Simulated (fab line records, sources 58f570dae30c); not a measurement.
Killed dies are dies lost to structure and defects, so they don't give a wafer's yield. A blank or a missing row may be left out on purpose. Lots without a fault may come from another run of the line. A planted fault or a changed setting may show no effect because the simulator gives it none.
fab line records | flow berkeley_cmos170
record lots=6 wafers=18 last_day=11
route steps=331 shown CONTACT@222
lots that met no fault: from a run of the same line without faults
start_h: hours from the record's first day to the start of the lot's first wafer shown | wait_h: hours since the lot's step before | " the same as in the row above | L1.1+2: a row that stands for several wafers | - no value, or no start given | * or withheld: withheld | < > ~ a bound
route shown NAME@n: a module of which the file shows steps, and the number in the route of the first | usual: mean/standard deviation of fault-free wafers | same: alike in all rows | chamber/n: place in a boat | sites: the reading at each site | _std_site: their standard deviation | _edge_site: outer sites' mean less inner sites' | radius_mm: how far each site lies from the wafer's centre | mask NAME#n: copy n | behind: the tool/chamber that last shaped the wafer | hold: why the lot was held/for how many hours/how that ended | device: the transistor (n, p or np) that didn't switch | end of line: the same wafers' tests at the end of the route | a step without rows: its recipe alone | killed: dies lost to structure and defects at the first sort, not the wafer's yield | map: a wafer's dies, x killed, . not, _ none there
set.NAME: the setting as run; set.NAME@STEP: as run at that earlier step | model.NAME: the simulator's own value behind a step, which no gauge read
lots at some steps of the route; a table a step, a row a wafer
services: from which hour (start_h, from the record's first day; less than 0 if before it) a tool's chamber was out of use, for how many hours, and why
## steps
# step UCB170_CONTACT_STRIP_06
# recipe chemistry=O2 power_w=400 pressure_mtorr=3500 platen_temp_c=withheld o2_flow_sccm=400 overash_fraction=0.5
# usual drypump_motor_current_A=5.61/0.3 oes_product_au=0.735/0.0039 strip_time_to_endpoint_s=21.99/0.064
# columns lot.wafer tool chamber start_h wait_h drypump_motor_current_A oes_product_au rf_hours_counter_h strip_time_to_endpoint_s
L985.1 plasma_asher-02 0 156.85 0.1 5.28 0.731 45 22.02
L985.3 " 0 " " 5.27 0.736 - 22.01
L985.5 " 1 " " 5.25 0.738 - 22.04
L988.4 plasma_asher-01 0 170.70 0.1 5.84 0.738 - 21.95
L988.5 " 0 " " 5.85 0.741 - 22.02
L988.6 " 1 " " 5.57 0.732 - 21.93
L999.1 plasma_asher-03 0 219.47 0.1 6.15 0.735 44 21.89
L999.2 " 1 " " 5.68 0.735 44 21.96
L999.6 " 1 " " 5.73 0.732 - 21.94
L998.1 plasma_asher-01 1 221.22 0.1 5.56 0.741 11 21.82
L998.3 " 1 " " 5.57 0.728 - 21.94
L998.5 " 0 " " 5.91 0.735 - 21.91
L100.2 plasma_asher-01 1 235.22 0.1 5.56 0.737 13 21.98
L100.3 " 0 " " 5.89 0.729 - 21.92
L100.6 " 0 " " 5.90 0.739 - 21.96
L106.1 plasma_asher-01 1 244.81 0.1 5.57 0.740 15 21.94
L106.2 " 0 " " 5.90 0.733 15 21.94
L106.4 " 1 " " 5.58 0.736 - 21.98
# step UCB170_CONTACT_CLEAN_07
# recipe chemistry=SPM temp_c=120 time_s=600
# step UCB170_CONTACT_RTA_08
# recipe temp_c=900 time_s=10 ambient=N2
# usual anneal_temp_c_max=904.5/1.5 lamp_power_pct=23.9/1.1 wafer_temp_C_max=903.6/0.95
# columns lot.wafer tool chamber start_h wait_h anneal_temp_c_max lamp_power_pct wafer_temp_C_max
L985.1 rtp_anneal-01 0 157.14 0.0 905.6 22.7 903.4
L985.3 " 0 " " 906.3 22.7 903.5
L985.5 " 0 " " 907.0 22.7 903.7
L988.4 rtp_anneal-02 0 170.98 0.0 902.9 25.1 904.5
L988.5 " 0 " " 903.3 25.1 903.7
L988.6 " 0 " " 903.2 25.0 904.5
L999.1 rtp_anneal-02 0 219.76 0.0 901.6 25.0 906.6
L999.2 " 0 " " 903.2 25.0 903.3
L999.6 " 0 " " 901.6 25.0 904.4
L998.1 rtp_anneal-01 0 221.51 0.0 905.7 22.7 902.3
L998.3 " 0 " " 906.3 22.8 902.9
L998.5 " 0 " " 906.0 22.7 903.9
L100.2 rtp_anneal-02 0 235.51 0.0 902.9 25.0 904.1
L100.3 " 0 " " 903.8 25.0 903.7
L100.6 " 0 " " 903.1 25.0 904.2
L106.1 rtp_anneal-02 0 247.69 0.0 902.1 25.0 904.0
L106.2 " 0 " " 902.8 25.1 903.3
L106.4 " 0 " " 903.9 25.0 904.6
# step UCB170_CONTACT_COAT_09
# recipe resist=BARC temp_c=withheld time_s=withheld spin_rpm=3000 resist_thk_nm=withheld
# step UCB170_CONTACT_COAT_10
# recipe resist=KrF spin_rpm=1500 resist_thk_nm=900
# step UCB170_CONTACT_SOFTBAKE_11
# recipe resist=KrF temp_c=130 time_s=60
# step UCB170_CONTACT_EXPOSE_12
# recipe mask_id=CONT target_cd_nm=700 na=0.5 sigma_outer=0.6 source_shape=conventional dose_mj=35
# step UCB170_CONTACT_PEB_13
# recipe peb_temp_c=130 peb_time_s=withheld resist=KrF
# step UCB170_CONTACT_DEVELOP_14
# recipe developer=TMAH develop_time_s=45 resist=KrF dev_temp_c=21
# step UCB170_CONTACT_CD_MEAS_15
# recipe target_cd_nm=700
# usual cd_nm=699.9/1.4
# columns lot.wafer tool chamber start_h wait_h cd_nm
L985.1 cd_sem-01 - 158.46 - 701.2
L985.3 " - " " 701.1
L985.5 " - " " 700.5
L988.4 cd_sem-01 - 172.36 - 704.5
L988.5 " - " " 703.9
L988.6 " - " " 703.6
L999.1 cd_sem-01 - 220.83 - 699.2
L999.2 " - " " 699.2
L999.6 " - " " 699.8
L998.1 cd_sem-01 - 223.95 - 698.3
L998.3 " - " " 698.3
L998.5 " - " " 699.5
L100.2 cd_sem-01 - 237.32 - 699.3
L100.3 " - " " 701.0
L100.6 " - " " 700.3
L106.1 cd_sem-01 - 249.98 - 698.7
L106.2 " - " " 698.6
L106.4 " - " " 698.5
# step UCB170_CONTACT_OVL_MEAS_16
# usual CONTACT_OVL=0/5.6
# columns lot.wafer tool chamber start_h wait_h CONTACT_OVL[nm]
L985.1 overlay-01 - 158.58 0.1 -12
L985.3 " - " " -5
L985.5 " - " " -10
L988.4 overlay-02 - 172.43 0.1 1
L988.5 " - " " 0
L988.6 " - " " 13
L999.1 overlay-01 - 220.95 0.1 11
L999.2 " - " " 5
L999.6 " - " " 6
L998.1 overlay-01 - 224.07 0.1 1
L998.3 " - " " -2
L998.5 " - " " 2
L100.2 overlay-02 - 237.42 0.1 -9
L100.3 " - " " 2
L100.6 " - " " -5
L106.1 overlay-01 - 250.12 0.1 -2
L106.2 " - " " -1
L106.4 " - " " -4
# step UCB170_CONTACT_ETCH_17
# recipe chemistry=N2/H2 target_depth_a=withheld overetch_a=withheld target=BARC time_s=withheld source_w=500 bias_w=100 pressure_mtorr=30 n2_flow_sccm=100 h2_flow_sccm=200
# usual drypump_motor_current_A=5.7/0.58 oes_product_au=1.002/0.015 throttle_valve_pct=13.20/0.17
# columns lot.wafer tool chamber start_h wait_h drypump_motor_current_A oes_product_au throttle_valve_pct
L985.1 rie_diel-04 3 158.61 0.0 5.2 0.997 13.15
L985.3 " 2 " " 5.9 0.991 13.10
L985.5 " 1 " " 5.5 1.014 13.11
L988.4 rie_diel-02 1 172.45 0.0 5.3 1.002 12.97
L988.5 " 2 " " 6.7 0.973 13.27
L988.6 " 3 " " 4.9 0.999 13.24
L999.1 rie_diel-04 0 220.99 0.0 5.4 1.035 13.48
L999.2 " 2 " " 6.0 1.003 13.08
L999.6 " 0 " " 5.4 1.036 13.51
L998.1 rie_diel-04 2 224.10 0.0 6.0 0.989 13.09
L998.3 " 3 " " 5.2 0.999 13.13
L998.5 " 1 " " 5.5 1.013 13.12
L100.2 rie_diel-02 0 237.45 0.0 5.9 1.006 13.48
L100.3 " 3 " " 4.9 0.997 13.25
L100.6 " 1 " " 5.2 1.013 12.98
L106.1 rie_diel-01 1 250.15 0.0 6.0 0.994 13.25
L106.2 " 0 " " 5.4 1.016 13.11
L106.4 " 3 " " 4.7 1.019 13.42
# step UCB170_CONTACT_ETCH_18
# recipe chemistry=CHF3/CF4/Ar target=PSG stop_on=TiSi2 CHF3_flow_sccm=45 cf4_flow_sccm=15 Ar_flow_sccm=150 pressure_mtorr=200 rf_w=700 target_depth_a=8400 over_etch_frac=0.2 time_s=195
# usual drypump_motor_current_A=5.7/0.58 oes_product_au=0.897/0.0092 throttle_valve_pct=6.86/0.12
# columns lot.wafer tool chamber start_h wait_h drypump_motor_current_A oes_product_au rf_hours_counter_h throttle_valve_pct model.KrF_of_CONTACT_COAT_10.thk_nm model.etch.depth_nm model.CONTACT.feature_depth_nm
L985.1 rie_diel-04 3 158 - 5.2 0.915 20 6.82 691 702.1 702.1
L985.3 " 2 " " 5.9 0.889 14 6.74 696.1 699.5 699.5
L985.5 " 1 " " 5.5 0.891 - 6.86 687.4 701.6 701.6
L988.4 rie_diel-02 1 172 - 5.3 0.892 147 6.73 690.5 704.5 704.5
L988.5 " 2 " " 6.6 0.889 - 6.87 691.1 701.3 701.3
L988.6 " 3 " " 4.9 0.897 - 6.96 685.7 703 703
L999.1 rie_diel-04 0 221 - 5.4 0.868 56 7.05 726.5 689.4 689.4
L999.2 " 2 " " 5.9 0.861 18 6.75 734 661.9 661.9
L999.6 " 0 " " 5.4 0.877 - 7.03 730.3 685.4 685.4
L998.1 rie_diel-04 2 224 - 5.9 0.862 18 6.73 735.9 653.6 653.6
L998.3 " 3 " " 5.2 0.881 24 6.82 732.5 672.6 672.6
L998.5 " 1 " " 5.5 0.878 - 6.87 728.7 682.5 682.5
L100.2 rie_diel-02 0 237 - 5.9 0.910 103 6.96 699.3 703.1 703.1
L100.3 " 3 " " 4.9 0.900 44 6.97 694.7 703.6 703.6
L100.6 " 1 " " 5.3 0.889 - 6.73 693.2 704.6 704.6
L106.1 rie_diel-01 1 250 - 5.9 0.897 16 6.91 691.2 713.6 713.6
L106.2 " 0 " " 5.4 0.919 109 6.85 689.9 718.2 718.2
L106.4 " 3 " " 4.7 0.909 131 7.02 692.1 709.3 709.3
# step UCB170_CONTACT_STRIP_19
# recipe chemistry=O2 power_w=400 pressure_mtorr=3500 platen_temp_c=withheld o2_flow_sccm=400 overash_fraction=0.5
# usual drypump_motor_current_A=5.5/0.31 oes_product_au=0.725/0.0043
# columns lot.wafer tool chamber start_h wait_h drypump_motor_current_A oes_product_au rf_hours_counter_h
L985.1 plasma_asher-01 0 158.78 - 5.9 0.726 4
L985.3 " 1 " " 5.6 0.720 -
L985.5 " 1 " " 5.6 0.724 -
L988.4 plasma_asher-01 1 172.65 - 5.6 0.730 -
L988.5 " 0 " " 5.9 0.728 -
L988.6 " 1 " " 5.6 0.722 -
L999.1 plasma_asher-02 0 221.16 - 5.3 0.733 52
L999.2 " 1 " " 5.3 0.730 52
L999.6 " 0 " " 5.3 0.722 -
L998.1 plasma_asher-02 0 224.27 - 5.3 0.727 52
L998.3 " 1 " " 5.2 0.727 -
L998.5 " 1 " " 5.2 0.732 -
L100.2 plasma_asher-02 1 237.62 - 5.3 0.722 54
L100.3 " 0 " " 5.3 0.724 -
L100.6 " 1 " " 5.3 0.726 -
L106.1 plasma_asher-03 1 250.32 - 5.7 0.728 48
L106.2 " 0 " " 6.1 0.728 48
L106.4 " 1 " " 5.7 0.730 -
## services
# columns tool chamber start_h hours kind
rie_diel-01 3 151.80 3.4 repair
rie_diel-02 2 151.80 5.0 repair
plasma_asher-01 - 154.07 4.2 repair
rtp_anneal-02 - 155.86 5.2 pm
rie_diel-01 3 158.93 10.0 repair
plasma_asher-03 - 190.59 2.2 repair
rie_diel-02 1 200.14 - clean
rie_diel-02 1 200.14 17.0 scheduled_down
rie_diel-02 1 200.14 17.0 vent_cycle
plasma_asher-01 - 201.72 0.8 repair
rie_diel-02 - 207.74 0.3 repair
rtp_anneal-02 - 208.41 3.5 pm
plasma_asher-03 - 216.96 1.2 repair
## key
first_sign step=UCB170_CONTACT_ETCH_18 reading=oes_product_au direction=down sigmas=2.8 usual=0.897 struck=0.871 wafers_moved=3
effect none on later readings
model_effect step=UCB170_CONTACT_ETCH_18 value=KrF_of_CONTACT_COAT_10.thk_nm without=690.4 struck=731.3
met_at UCB170_CONTACT_ETCH_18
struck_wafers L998.1,L998.3,L998.5,L999.1,L999.2,L999.6
later_rows_left_out L998.1,L998.3,L998.5,L999.1,L999.2,L999.6
sort_left_out L998.1,L998.3,L998.5,L999.1,L999.2,L999.6
tester_left_out L998,L999
onset_between 158 221
also_fits UCB170_CONTACT_ETCH_17:rie_diel-04
fault kind=process_parameter_drift tool=rie_diel-04 chamber=- onset_h=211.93 steps=UCB170_CONTACT_ETCH_18 channel=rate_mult offset=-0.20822 shape=step end_h=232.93
# tester_left_out: of these lots the tester's yield and bins aren't shown, on N5 and GAA mostly nor the transistor test; their killed dies are dies lost to structure and defects alone, not to doping, threshold or leakage, so they don't give the yield
# sort_left_out: the simulated sort isn't trusted on such a fault, so these wafers' sort isn't shown, and their yield isn't known
# later_rows_left_out: the simulator's readings of these wafers behind a module that went badly wrong aren't trusted and aren't shown, but for the sort
